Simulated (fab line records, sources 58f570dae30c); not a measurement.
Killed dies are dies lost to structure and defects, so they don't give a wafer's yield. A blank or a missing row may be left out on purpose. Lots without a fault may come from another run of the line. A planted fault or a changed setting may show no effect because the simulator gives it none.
Which tool did it? | flow berkeley_cmos170 | 15 lots, 45 wafers sampled, at 5 steps of a route of 331

WHAT THE GAUGES READ, wafer by wafer
UCB170_PVT_TW_MEAS_09. Usual: PVT_TW 509, standard deviation 4.1.
lot  | measured     | on            | PVT_TW      | flag
L194 | day 6 09:08  | film_metro-04 | 514 509 511 |
L195 | day 6 09:15  | film_metro-01 | 507 507 508 |
L196 | day 7 04:44  | film_metro-01 | 511 513 513 |
L198 | day 7 17:47  | film_metro-04 | 511 513 516 |
L199 | day 7 17:55  | film_metro-01 | 514 513 509 |
L202 | day 8 10:10  | film_metro-03 | 503 499 499 |
L201 | day 8 10:32  | film_metro-01 | 509 508 507 |
L203 | day 8 18:42  | film_metro-01 | 509 510 512 |
L204 | day 8 18:48  | film_metro-01 | 511 508 507 |
L205 | day 8 19:02  | film_metro-01 | 509 510 510 |
L206 | day 9 11:00  | film_metro-04 | 513 513 510 |
L208 | day 9 16:22  | film_metro-01 | 510 512 511 |
L213 | day 10 11:55 | film_metro-04 | 515 517 514 |
L216 | day 11 06:57 | film_metro-04 | 511 513 513 |
L215 | day 11 07:02 | film_metro-03 | 504 503 502 |

UCB170_V1_CD_MEAS_90: target cd 700 nm. Usual: cd_nm 699.9 nm, standard deviation 1.5.
lot  | measured     | on        | cd_nm (nm)        | flag
L194 | day 8 14:54  | cd_sem-02 | 697.9 698.9 698.5 |
L195 | day 8 14:41  | cd_sem-01 | 703.3 702.4 702.1 |
L196 | day 9 03:45  | cd_sem-01 | 701.2 699.8 699.2 |
L198 | day 9 22:09  | cd_sem-02 | 701.3 702.3 701.2 |
L199 | day 9 18:32  | cd_sem-02 | 700.2 700.0 700.3 |
L202 | day 10 03:50 | cd_sem-01 | 699.4 699.4 698.2 |
L201 | day 10 04:32 | cd_sem-01 | 701.3 702.1 702.2 |
L203 | day 10 15:23 | cd_sem-02 | 701.2 700.8 701.3 |
L204 | day 10 14:14 | cd_sem-01 | 698.0 697.9 697.3 |
L205 | day 10 15:47 | cd_sem-02 | 697.7 699.5 697.0 |
L206 | day 11 02:47 | cd_sem-02 | 699.3 699.2 700.4 |
L208 | day 11 05:12 | cd_sem-02 | 697.5 697.6 697.9 |
L213 | day 12 10:53 | cd_sem-01 | 700.8 701.5 699.9 |
L216 | day 13 03:12 | cd_sem-01 | 700.2 699.8 697.9 |
L215 | day 13 02:00 | cd_sem-01 | 699.7 702.1 701.4 |

UCB170_V2_THK_MEAS_04. Usual: V2_POLISHED_THK 1000.2 nm, standard deviation 1.1.
lot  | measured     | on            | V2_POLISHED_THK (nm) | flag
L194 | day 8 18:46  | film_metro-04 | 1000.5 999.4 998.2   |
L195 | day 8 18:32  | film_metro-01 | 998.5 1000.7 999.2   |
L196 | day 9 07:09  | film_metro-01 | 999.7 1000.4 1000.8  |
L198 | day 10 02:12 | film_metro-04 | 998.5 998.7 999.9    |
L199 | day 9 22:14  | film_metro-02 | 1000.8 998.6 999.3   |
L202 | day 10 08:28 | film_metro-04 | 1002.3 999.6 1002.0  |
L201 | day 10 08:46 | film_metro-04 | 999.0 1000.7 1001.3  |
L203 | day 10 19:10 | film_metro-04 | 1364.1 1359.0 1357.3 | OFF
L204 | day 10 17:44 | film_metro-02 | 1343.5 1360.4 1355.4 | OFF
L205 | day 10 19:26 | film_metro-02 | 1341.4 1347.5 1355.9 | OFF
L206 | day 11 08:00 | film_metro-01 | 1001.2 999.9 1001.3  |
L208 | day 11 09:14 | film_metro-02 | 999.9 1000.0 1001.0  |
L213 | day 12 14:46 | film_metro-04 | 999.8 999.6 1000.4   |
L216 | day 13 07:27 | film_metro-04 | 1001.4 1001.8 1001.2 |
L215 | day 13 07:04 | film_metro-04 | 1000.0 1000.5 1000.1 |

UCB170_V2_CD_MEAS_12: target cd 700 nm. Usual: cd_nm 700.1 nm, standard deviation 1.3.
lot  | measured     | on        | cd_nm (nm)        | flag
L194 | day 8 20:07  | cd_sem-02 | 699.5 698.9 699.0 |
L195 | day 8 19:37  | cd_sem-02 | 698.8 697.0 695.8 |
L196 | day 9 08:50  | cd_sem-01 | 698.9 700.2 699.4 |
L198 | day 10 04:25 | cd_sem-02 | 697.6 699.3 697.7 |
L199 | day 9 23:57  | cd_sem-01 | 699.0 699.6 698.0 |
L202 | day 10 10:57 | cd_sem-01 | 699.7 699.3 700.1 |
L201 | day 10 11:35 | cd_sem-01 | 699.9 700.5 700.2 |
L203 | day 10 20:27 | cd_sem-01 | 700.3 700.3 700.2 |
L204 | day 10 19:09 | cd_sem-01 | 699.9 700.3 699.5 |
L205 | day 10 20:58 | cd_sem-02 | 699.8 701.0 700.9 |
L206 | day 11 09:40 | cd_sem-02 | 702.3 702.3 703.3 |
L208 | day 11 10:28 | cd_sem-02 | 700.9 700.8 700.3 |
L213 | day 12 15:59 | cd_sem-02 | 700.2 700.3 699.7 |
L216 | day 13 08:49 | cd_sem-01 | 700.9 699.7 700.2 |
L215 | day 13 08:14 | cd_sem-02 | 700.4 700.3 701.5 |

WHICH TOOL RAN EACH LOT (tool, then ch and the chambers of the sampled wafers, then the start)
lot  | UCB170_V2_CMP_02
L194 | cmp-02 ch 0,1,3, day 8 18:20
L195 | cmp-01 ch 2,3, day 8 18:09
L196 | cmp-02 ch 0,1,2, day 9 06:50
L198 | cmp-02 ch 0,2,3, day 10 01:47
L199 | cmp-01 ch 1,2, day 9 21:52
L202 | cmp-01 ch 2,3, day 10 08:03
L201 | cmp-02 ch 1,2, day 10 08:20
L203 | cmp-02 ch 0,1, day 10 18:43
L204 | cmp-02 ch 0,2,3, day 10 17:21
L205 | cmp-02 ch 0,1,3, day 10 19:01
L206 | cmp-01 ch 0,1,2, day 11 07:39
L208 | cmp-01 ch 0,3, day 11 08:52
L213 | cmp-01 ch 0,1, day 12 14:24
L216 | cmp-01 ch 0,2,3, day 13 07:10
L215 | cmp-01 ch 0,1,3, day 13 06:44
- UCB170_V2_CMP_02: polishes SiO2.

WHAT THE TOOLS THEMSELVES READ (means of the sampled wafers that have a number; where no wafer has one, the mark that the record gives instead)
UCB170_V2_CMP_02. Usual: motor_current_A 16.3 A, standard deviation 1.8.
lot  | tool   | motor_current_A (A) | flag
L194 | cmp-02 | 16.1                |
L195 | cmp-01 | 16.7                |
L196 | cmp-02 | 16.5                |
L198 | cmp-02 | 18.3                |
L199 | cmp-01 | 16.2                |
L202 | cmp-01 | 17.2                |
L201 | cmp-02 | 15.3                |
L203 | cmp-02 | 15.9                |
L204 | cmp-02 | 17.2                |
L205 | cmp-02 | 16.2                |
L206 | cmp-01 | 15.5                |
L208 | cmp-01 | 16.1                |
L213 | cmp-01 | 14.5                |
L216 | cmp-01 | 16.4                |
L215 | cmp-01 | 15.1                |

THE ANSWER, worked out from the rows above alone
Rule: a lot is off if the mean of its wafers that have a number lies more than 3 standard deviations from the usual mean. A lot without any number at a reading at which 4 lots or more have one is off too. The other lots that the step has rows for count as sound. The gauges are gone through in route order, then the tools' own readings, and for those a lot's mean is taken as printed above. The first step at which some lot is off is used, and at that step the reading that is off furthest; a lot without a number counts as furthest.
Off: L203, L204, L205, at UCB170_V2_THK_MEAS_04 (V2_POLISHED_THK).
A tool fits if, at a process step before that reading, it ran every lot that is off, and no sound lot after the first of them. The gauges at UCB170_V2_THK_MEAS_04 are tried like those tools. One fits: cmp-02 at UCB170_V2_CMP_02. Its last sound lot is L201 (day 10 08:20), its first lot that is off L204 (day 10 17:21): a fault that began between those two fits.

WHAT THE SIMULATOR HAD PUT IN
Process parameter drift: cmp-02, from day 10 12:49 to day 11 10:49, at UCB170_V2_CMP_02. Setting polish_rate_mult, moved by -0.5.
Lots struck among those shown: L203, L204, L205. The rule above found the same.
